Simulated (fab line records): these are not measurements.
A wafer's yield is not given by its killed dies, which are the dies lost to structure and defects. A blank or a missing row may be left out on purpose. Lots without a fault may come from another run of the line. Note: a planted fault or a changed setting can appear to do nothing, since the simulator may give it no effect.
fab line records -- flow rit_cmos
[record] lots = 6, wafers = 18, last_day = 7
route steps=202 shown PSD@149 SDANNEAL@153 NSD@158 PLDD@159 NLDD@160 SILICIDE@161 M1@202
lots with no fault: from the same line, run without faults
start_h: hours from the record's first day to the start of the lot's first wafer shown -- wait_h: hours elapsed since this lot's preceding step -- " repeats the value in the row above -- L1.1+2: a single row standing in for several wafers -- - no value, or no start given -- * or withheld: withheld -- < > ~ a bound
route shown NAME@n: names a module that has steps shown in the file, with the first one's number in the route -- usual: mean/standard deviation of fault-free wafers -- same: alike in all rows -- chamber/n: place in a boat -- sites: the reading at each site -- _std_site: standard deviation of those values -- _edge_site: outer sites' mean less inner sites' -- radius_mm: how far each site lies from the wafer's centre -- mask NAME#n: copy n -- behind: tool/chamber where the wafer was last shaped -- hold: the reason the lot was held/the length of the hold in hours/how it ended -- device: the n, p or np transistor that did not switch -- end of line: tests of these same wafers at the route's end -- a step without rows: its recipe alone -- killed: the dies lost at the first sort to structure and to defects; this is not the yield of the wafer -- map: dies across one wafer; x = killed, . = not, _ = none there
set.NAME: setting as actually run; set.NAME@STEP: the setting as run at that earlier step -- model.NAME: the simulator's own value behind a step, which no gauge read
lots at selected steps of the route; one table per step, one row per wafer
services: a tool's chamber out of use, with start hour (start_h, from the record's first day; less than 0 if before it), hours out, and reason
[[steps]]
[step RIT_PSD_HARDBAKE_07]
[recipe] resist = NOVOLAK, temp_c = 140, time_s = 60
[step RIT_PSD_IMPLANT_08]
[recipe] species = BF2, energy_kev = 27, dose_cm2 = 5e+15, tilt_deg = 7
[step RIT_PSD_STRIP_09]
[recipe] chemistry = O2, time_s = 180, resist = NOVOLAK, platen_temp_c = withheld, power_w = 500, pressure_mtorr = 4000, o2_flow_sccm = 4000
[usual] drypump_motor_current_A = 5.7/0.43
lot.wafer,tool,chamber,start_h,wait_h,drypump_motor_current_A,rf_hours_counter_h
L331.2,plasma_asher-03,1,69.22,0.1,5.6,43
L331.3,plasma_asher-03,1,69.22,0.1,5.5,-
L331.4,plasma_asher-03,0,69.22,0.1,5.6,-
L339.3,plasma_asher-01,0,112.26,0.1,5.6,-
L339.4,plasma_asher-01,1,112.26,0.1,5.1,-
L339.6,plasma_asher-01,0,112.26,0.1,5.7,-
L346.2,plasma_asher-03,1,144.12,0.1,5.5,3
L346.5,plasma_asher-03,1,144.12,0.1,5.6,-
L346.6,plasma_asher-03,0,144.12,0.1,5.6,-
L347.1,plasma_asher-03,1,150.04,0.1,5.5,4
L347.5,plasma_asher-03,0,150.04,0.1,5.7,-
L347.6,plasma_asher-03,1,150.04,0.1,5.5,-
L349.2,plasma_asher-01,1,161.40,0.1,5.1,37
L349.3,plasma_asher-01,1,161.40,0.1,5.1,-
L349.6,plasma_asher-01,1,161.40,0.1,5.2,-
L350.1,plasma_asher-04,0,162.95,0.1,6.5,52
L350.2,plasma_asher-04,1,162.95,0.1,6.1,52
L350.3,plasma_asher-04,1,162.95,0.1,6.1,-
[step RIT_PSD_TW_MEAS_10]
[usual] PSD_TW = 3416/14
lot.wafer,tool,chamber,start_h,wait_h,PSD_TW
L331.2,film_metro-02,-,69.41,0.1,3442
L331.3,film_metro-02,-,69.41,0.1,3439
L331.4,film_metro-02,-,69.41,0.1,3432
L339.3,film_metro-03,-,112.40,0.1,3440
L339.4,film_metro-03,-,112.40,0.1,3417
L339.6,film_metro-03,-,112.40,0.1,3414
L346.2,film_metro-03,-,144.31,0.1,3397
L346.5,film_metro-03,-,144.31,0.1,3391
L346.6,film_metro-03,-,144.31,0.1,3399
L347.1,film_metro-02,-,150.21,0.1,3399
L347.5,film_metro-02,-,150.21,0.1,3408
L347.6,film_metro-02,-,150.21,0.1,3413
L349.2,film_metro-03,-,161.58,0.1,3409
L349.3,film_metro-03,-,161.58,0.1,3395
L349.6,film_metro-03,-,161.58,0.1,3409
L350.1,film_metro-03,-,163.12,0.1,3401
L350.2,film_metro-03,-,163.12,0.1,3405
L350.3,film_metro-03,-,163.12,0.1,3396
[step RIT_SDANNEAL_CLEAN_00]
[recipe] chemistry = SC1, mix = 3:3:50, time_s = 600, temp_c = 75
[step RIT_SDANNEAL_CLEAN_01]
[recipe] chemistry = dHF, dilution = 50:1, time_s = 30
[step RIT_SDANNEAL_CLEAN_02]
[recipe] chemistry = SC2, mix = 3:3:50, time_s = 600, temp_c = 75, dry = n2_spin
[step RIT_SDANNEAL_RTA_03]
[recipe] temp_c = 1050, time_s = 5, idle_temp_c = 600, ramp_up_c_per_s = 342, ramp_down_c_per_s = 171, cool_to_c = 600, ambient = N2
[usual] wafer_temp_C_max = 1053.5/1.1
lot.wafer,tool,chamber,start_h,wait_h,wafer_temp_C_max
L331.2,rtp_anneal-01,0,69.83,0.0,1052.6
L331.3,rtp_anneal-01,0,69.83,0.0,1051.5
L331.4,rtp_anneal-01,0,69.83,0.0,1054.3
L339.3,rtp_anneal-01,0,112.84,0.0,1054.7
L339.4,rtp_anneal-01,0,112.84,0.0,1053.8
L339.6,rtp_anneal-01,0,112.84,0.0,1052.6
L346.2,rtp_anneal-02,0,144.75,0.0,1053.4
L346.5,rtp_anneal-02,0,144.75,0.0,1052.6
L346.6,rtp_anneal-02,0,144.75,0.0,1054.2
L347.1,rtp_anneal-01,0,150.64,0.0,1052.9
L347.5,rtp_anneal-01,0,150.64,0.0,1053.2
L347.6,rtp_anneal-01,0,150.64,0.0,1051.7
L349.2,rtp_anneal-01,0,162.03,0.0,1054.6
L349.3,rtp_anneal-01,0,162.03,0.0,1056.0
L349.6,rtp_anneal-01,0,162.03,0.0,1054.3
L350.1,rtp_anneal-02,0,163.55,0.0,1053.2
L350.2,rtp_anneal-02,0,163.55,0.0,1053.9
L350.3,rtp_anneal-02,0,163.55,0.0,1055.3
[step RIT_SDANNEAL_RS_MEAS_04]
[recipe] thk_meas_gauge = four-point-probe
[usual] PSD_RS = 115.9/0.32
lot.wafer,tool,chamber,start_h,wait_h,PSD_RS[ohm/sq]
L331.2,film_metro-02,-,69.90,0.1,116.0
L331.3,film_metro-02,-,69.90,0.1,115.9
L331.4,film_metro-02,-,69.90,0.1,115.9
L339.3,film_metro-02,-,112.92,0.1,116.3
L339.4,film_metro-02,-,112.92,0.1,116.1
L339.6,film_metro-02,-,112.92,0.1,116.3
L346.2,film_metro-03,-,144.86,0.1,115.9
L346.5,film_metro-03,-,144.86,0.1,115.6
L346.6,film_metro-03,-,144.86,0.1,115.6
L347.1,film_metro-03,-,150.70,0.0,116.1
L347.5,film_metro-03,-,150.70,0.0,115.7
L347.6,film_metro-03,-,150.70,0.0,116.0
L349.2,film_metro-02,-,162.10,0.1,115.8
L349.3,film_metro-02,-,162.10,0.1,115.6
L349.6,film_metro-02,-,162.10,0.1,116.2
L350.1,film_metro-04,-,163.61,0.0,116.5
L350.2,film_metro-04,-,163.61,0.0,116.3
L350.3,film_metro-04,-,163.61,0.0,116.7
[step RIT_SDANNEAL_RS_MEAS_05]
[recipe] thk_meas_gauge = four-point-probe
[usual] NSD_RS = 84.58/0.27
lot.wafer,tool,chamber,start_h,wait_h,NSD_RS[ohm/sq]
L331.2,film_metro-02,-,70.02,0.1,84.81
L331.3,film_metro-02,-,70.02,0.1,84.64
L331.4,film_metro-02,-,70.02,0.1,84.61
L339.3,film_metro-02,-,113.04,0.1,84.43
L339.4,film_metro-02,-,113.04,0.1,84.67
L339.6,film_metro-02,-,113.04,0.1,84.54
L346.2,film_metro-03,-,144.98,0.1,84.87
L346.5,film_metro-03,-,144.98,0.1,84.76
L346.6,film_metro-03,-,144.98,0.1,84.94
L347.1,film_metro-03,-,150.82,0.1,84.02
L347.5,film_metro-03,-,150.82,0.1,84.55
L347.6,film_metro-03,-,150.82,0.1,84.55
L349.2,film_metro-02,-,162.22,0.1,84.35
L349.3,film_metro-02,-,162.22,0.1,84.38
L349.6,film_metro-02,-,162.22,0.1,84.52
L350.1,film_metro-04,-,163.73,0.1,84.53
L350.2,film_metro-04,-,163.73,0.1,84.47
L350.3,film_metro-04,-,163.73,0.1,84.31
[step RIT_SDANNEAL_RS_MEAS_06]
[recipe] thk_meas_gauge = four-point-probe
[usual] PLDD_RS = 178.7/0.56
lot.wafer,tool,chamber,start_h,wait_h,PLDD_RS[ohm/sq]
L331.2,film_metro-02,-,70.14,0.1,179.5
L331.3,film_metro-02,-,70.14,0.1,179.2
L331.4,film_metro-02,-,70.14,0.1,179.3
L339.3,film_metro-02,-,113.16,0.1,178.9
L339.4,film_metro-02,-,113.16,0.1,179.2
L339.6,film_metro-02,-,113.16,0.1,179.0
L346.2,film_metro-03,-,145.10,0.1,178.0
L346.5,film_metro-03,-,145.10,0.1,178.1
L346.6,film_metro-03,-,145.10,0.1,178.1
L347.1,film_metro-03,-,150.94,0.1,178.8
L347.5,film_metro-03,-,150.94,0.1,178.7
L347.6,film_metro-03,-,150.94,0.1,179.4
L349.2,film_metro-02,-,162.34,0.1,178.8
L349.3,film_metro-02,-,162.34,0.1,178.8
L349.6,film_metro-02,-,162.34,0.1,178.9
L350.1,film_metro-04,-,163.85,0.1,178.6
L350.2,film_metro-04,-,163.85,0.1,178.5
L350.3,film_metro-04,-,163.85,0.1,178.8
[step RIT_SDANNEAL_RS_MEAS_07]
[recipe] thk_meas_gauge = four-point-probe
[usual] NLDD_RS = 151.7/0.5
lot.wafer,tool,chamber,start_h,wait_h,NLDD_RS[ohm/sq]
L331.2,film_metro-02,-,70.26,0.1,151.4
L331.3,film_metro-02,-,70.26,0.1,151.1
L331.4,film_metro-02,-,70.26,0.1,151.6
L339.3,film_metro-02,-,113.28,0.1,152.1
L339.4,film_metro-02,-,113.28,0.1,152.2
L339.6,film_metro-02,-,113.28,0.1,152.0
L346.2,film_metro-03,-,145.22,0.1,151.6
L346.5,film_metro-03,-,145.22,0.1,151.2
L346.6,film_metro-03,-,145.22,0.1,151.5
L347.1,film_metro-03,-,151.06,0.1,151.2
L347.5,film_metro-03,-,151.06,0.1,151.3
L347.6,film_metro-03,-,151.06,0.1,151.3
L349.2,film_metro-02,-,162.46,0.1,151.8
L349.3,film_metro-02,-,162.46,0.1,151.5
L349.6,film_metro-02,-,162.46,0.1,151.5
L350.1,film_metro-04,-,163.97,0.1,152.3
L350.2,film_metro-04,-,163.97,0.1,152.5
L350.3,film_metro-04,-,163.97,0.1,151.6
[step RIT_SILICIDE_WET_ETCH_00]
[recipe] chemistry = BOE, target = SiO2, target_depth_nm = 14, time_s = 15, dry = n2_spin, dilution = 10:1, temp_c = 21.5
[usual] bath_heat_duty_pct = 1.8/0.4, temp_c = 21.50/0.11
lot.wafer,tool,chamber,start_h,wait_h,bath_heat_duty_pct,temp_c,model.SiO2_of_FOX2_OXIDATION_00.thk_nm
L331.2,wet_bench-04,2,70.36,0.1,1.7,21.40,154.2
L331.3,wet_bench-04,2,70.36,0.1,2.0,21.51,156.6
L331.4,wet_bench-04,2,70.36,0.1,2.2,21.62,155
L339.3,wet_bench-03,2,113.36,0.1,1.7,21.59,157.7
L339.4,wet_bench-03,2,113.36,0.1,2.0,21.66,155
L339.6,wet_bench-03,2,113.36,0.1,2.0,21.50,159.5
L346.2,wet_bench-04,1,145.32,0.1,-,-,159.5
L346.5,wet_bench-04,1,145.32,0.1,-,-,155.1
L346.6,wet_bench-04,1,145.32,0.1,-,-,164.5
L347.1,wet_bench-03,0,151.18,0.1,-,-,169
L347.5,wet_bench-03,0,151.18,0.1,-,-,171.9
L347.6,wet_bench-03,0,151.18,0.1,-,-,168.4
L349.2,wet_bench-03,2,162.56,0.1,2.0,21.59,156.4
L349.3,wet_bench-03,2,162.56,0.1,1.7,21.62,153.7
L349.6,wet_bench-03,2,162.56,0.1,1.8,21.47,155.3
L350.1,wet_bench-02,3,164.09,0.1,1.0,21.23,149.6
L350.2,wet_bench-02,3,164.09,0.1,1.9,21.43,149.8
L350.3,wet_bench-02,3,164.09,0.1,1.1,21.36,153
[step RIT_SILICIDE_SPUTTER_01]
[recipe] material = Ti, target_thk_nm = 30, power_w = 350, chamber_pressure_pa = 0.667, gas = Ar, time_s = 240, substrate_temp_c = 25
[usual] throttle_valve_pct = 30.0/0.98
lot.wafer,tool,chamber,start_h,wait_h,throttle_valve_pct
L331.2,pvd_sputter-02,-,70.37,0.0,28.8
L331.3,pvd_sputter-02,-,70.37,0.0,29.2
L331.4,pvd_sputter-02,-,70.37,0.0,29.9
L339.3,pvd_sputter-02,-,113.37,0.0,29.9
L339.4,pvd_sputter-02,-,113.37,0.0,31.1
L339.6,pvd_sputter-02,-,113.37,0.0,31.0
L346.2,pvd_sputter-01,-,145.33,0.0,31.0
L346.5,pvd_sputter-01,-,145.33,0.0,28.3
L346.6,pvd_sputter-01,-,145.33,0.0,29.1
L347.1,pvd_sputter-02,-,151.19,0.0,30.8
L347.5,pvd_sputter-02,-,151.19,0.0,30.0
L347.6,pvd_sputter-02,-,151.19,0.0,29.3
L349.2,pvd_sputter-02,-,162.57,0.0,29.4
L349.3,pvd_sputter-02,-,162.57,0.0,29.8
L349.6,pvd_sputter-02,-,162.57,0.0,30.7
L350.1,pvd_sputter-03,-,164.10,0.0,30.6
L350.2,pvd_sputter-03,-,164.10,0.0,32.2
L350.3,pvd_sputter-03,-,164.10,0.0,29.9
[step RIT_M1_PROBE_99]
[usual] killed_at_front_end = 6.7/2.7, killed_dies = 6.7/2.7, killed_on_rim = 1.8/1.2, killed_open = 3.2/1.8, killed_short = 3.5/1.9
[same] gross_dies = 264, killed_at_M0_to_M3 = 0, killed_at_M4_up = 0, killed_at_back_side = 0, killed_at_contacts = 0, killed_at_other = 0
lot.wafer,tool,chamber,start_h,wait_h,killed_at_front_end,killed_dies,killed_on_rim,killed_open,killed_short
L331.2,prober-02,-,77.51,0.1,7,7,2,3,4
L331.3,prober-02,-,77.56,0.2,8,8,1,2,5
L331.4,prober-02,-,77.61,0.2,6,6,2,1,5
L339.3,prober-01,-,120.36,0.2,9,9,1,2,6
L339.4,prober-01,-,120.41,0.2,5,5,0,3,2
L339.6,prober-01,-,120.51,0.2,7,7,2,1,5
L346.2,prober-02,-,152.36,0.1,264,264,70,1,2
L346.5,prober-02,-,152.51,0.2,264,264,70,2,4
L346.6,prober-02,-,152.56,0.2,264,264,70,4,2
L347.1,prober-01,-,158.10,0.1,264,264,70,4,3
L347.5,prober-01,-,158.30,0.2,264,264,70,1,4
L347.6,prober-01,-,158.35,0.2,264,264,70,0,4
L349.2,prober-01,-,169.62,0.1,5,5,1,2,3
L349.3,prober-01,-,169.67,0.2,10,10,3,4,6
L349.6,prober-01,-,169.82,0.2,7,7,3,4,3
// killed by level:class
L331.2 GATE:geometric_particle:short=2 SPACER:geometric_particle:short=2 GATE:geometric_particle:open=1 REOX:geometric_particle:open=1 SPACER:geometric_particle:open=1
L331.3 REOX:geometric_particle:open=2 FOX1:geometric_particle:short=1 GATE:geometric_particle:short=1 REOX:geometric_particle:short=1 SPACER:geometric_particle:short=1 SILICIDE:geometric_particle:short=1 NRETRO:coat_microbubble_printed=1
L331.4 FOX2:geometric_particle:short=2 GATE:geometric_particle:short=1 SPACER:geometric_particle:short=1 SILICIDE:geometric_particle:open=1 SILICIDE:geometric_particle:short=1
L339.3 FOX1:geometric_particle:open=2 GATE:geometric_particle:short=2 REOX:geometric_particle:short=2 FOX1:geometric_particle:short=1 SPACER:geometric_particle:short=1 NSD:coat_microbubble_printed=1
L339.4 REOX:geometric_particle:open=2 FOX2:geometric_particle:short=1 SPACER:geometric_particle:short=1 SILICIDE:geometric_particle:open=1
L339.6 FOX1:geometric_particle:short=1 FOX1:geometric_particle:open=1 FOX2:geometric_particle:short=1 GATE:geometric_particle:short=1 SPACER:geometric_particle:short=1 SILICIDE:geometric_particle:short=1 NSD:coat_microbubble_printed=1
L346.2 SILICIDE:area_etch=261 SILICIDE:geometric_particle:short=2 GATE:geometric_particle:open=1
L346.5 SILICIDE:area_etch=258 ACTIVE:geometric_particle:short=1 FOX1:geometric_particle:open=1 FOX2:geometric_particle:open=1 FOX2:geometric_particle:short=1 GATE:geometric_particle:short=1 REOX:geometric_particle:short=1
L346.6 SILICIDE:area_etch=258 GATE:geometric_particle:open=2 FOX2:geometric_particle:short=1 SPACER:geometric_particle:open=1 SILICIDE:geometric_particle:open=1 SILICIDE:geometric_particle:short=1
L347.1 SILICIDE:area_etch=257 GATE:geometric_particle:short=2 GATE:geometric_particle:open=2 FOX2:geometric_particle:open=1 SPACER:geometric_particle:open=1 SILICIDE:geometric_particle:short=1
L347.5 SILICIDE:area_etch=259 FOX2:geometric_particle:short=2 SILICIDE:geometric_particle:short=2 SILICIDE:geometric_particle:open=1
L347.6 SILICIDE:area_etch=260 FOX2:geometric_particle:short=2 FOX1:geometric_particle:short=1 GATE:geometric_particle:short=1
L349.2 FOX1:geometric_particle:open=2 FOX1:geometric_particle:short=1 GATE:geometric_particle:short=1 SPACER:geometric_particle:short=1
L349.3 SPACER:geometric_particle:open=3 SPACER:geometric_particle:short=3 GATE:geometric_particle:short=2 FOX1:geometric_particle:open=1 REOX:geometric_particle:short=1
L349.6 FOX1:geometric_particle:open=1 FOX2:geometric_particle:short=1 FOX2:geometric_particle:open=1 GATE:geometric_particle:open=1 GATE:geometric_particle:short=1 REOX:geometric_particle:open=1 SPACER:geometric_particle:short=1
// map L346.2 (x killed, . not)
________xxxxxxx_______
_____xxxxxxxxxxxxx____
____xxxxxxxxxxxxxxx___
___xxxxxxxxxxxxxxxxx__
__xxxxxxxxxxxxxxxxxxx_
__xxxxxxxxxxxxxxxxxxx_
_xxxxxxxxxxxxxxxxxxxxx
_xxxxxxxxxxxxxxxxxxxxx
_xxxxxxxxxxxxxxxxxxxxx
_xxxxxxxxxxxxxxxxxxxxx
__xxxxxxxxxxxxxxxxxxx_
__xxxxxxxxxxxxxxxxxxx_
___xxxxxxxxxxxxxxxxx__
____xxxxxxxxxxxxxxx___
_____xxxxxxxxxxxxx____
________xxxxxxx_______
// map L347.1 (x killed, . not)
________xxxxxxx_______
_____xxxxxxxxxxxxx____
____xxxxxxxxxxxxxxx___
___xxxxxxxxxxxxxxxxx__
__xxxxxxxxxxxxxxxxxxx_
__xxxxxxxxxxxxxxxxxxx_
_xxxxxxxxxxxxxxxxxxxxx
_xxxxxxxxxxxxxxxxxxxxx
_xxxxxxxxxxxxxxxxxxxxx
_xxxxxxxxxxxxxxxxxxxxx
__xxxxxxxxxxxxxxxxxxx_
__xxxxxxxxxxxxxxxxxxx_
___xxxxxxxxxxxxxxxxx__
____xxxxxxxxxxxxxxx___
_____xxxxxxxxxxxxx____
________xxxxxxx_______
[[services]]
tool,chamber,start_h,hours,kind
pvd_sputter-02,-,60.53,2.7,repair
pvd_sputter-01,-,70.48,3.5,repair
pvd_sputter-01,-,76.33,2.2,repair
plasma_asher-03,-,108.84,9.0,pm
plasma_asher-03,0,108.84,9.0,vent_cycle
plasma_asher-03,1,108.84,9.0,vent_cycle
plasma_asher-03,0,117.84,-,clean
plasma_asher-03,1,117.84,-,clean
[[key]]
[first_sign] step = RIT_SILICIDE_WET_ETCH_00, reading = tool_record, direction = missing
[effect] step = RIT_M1_PROBE_99, reading = killed_at_front_end, direction = up, sigmas = 96, usual = 6.7, struck = 264
[model_effect] step = RIT_SILICIDE_WET_ETCH_00, value = SiO2_of_FOX2_OXIDATION_00.thk_nm, without = 149.2, struck = 164.7
[more_kills_born_at] RIT_SILICIDE_WET_ETCH_00@wet_bench-04 = 776, RIT_SILICIDE_WET_ETCH_00@wet_bench-03 = 776
met_at RIT_SILICIDE_WET_ETCH_00
struck_wafers L346.2,L346.5,L346.6,L347.1,L347.5,L347.6
later_rows_left_out L346.2,L346.5,L346.6,L347.1,L347.5,L347.6
tester_left_out L346,L347
onset_between 113.36 145.32
[fault] kind = skipped_step_whole, tool = wet_bench-03,wet_bench-04, chamber = -, onset_h = 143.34, steps = RIT_SILICIDE_WET_ETCH_00, scope = struck_lots_only
// tester_left_out: of these lots the tester's yield and bins aren't shown, on N5 and GAA mostly nor the transistor test; their killed dies are dies lost to structure and defects alone, not to doping, threshold or leakage, so they don't give the yield
// later_rows_left_out: the simulator's readings of these wafers behind a module that went badly wrong aren't trusted and aren't shown, but for the sort
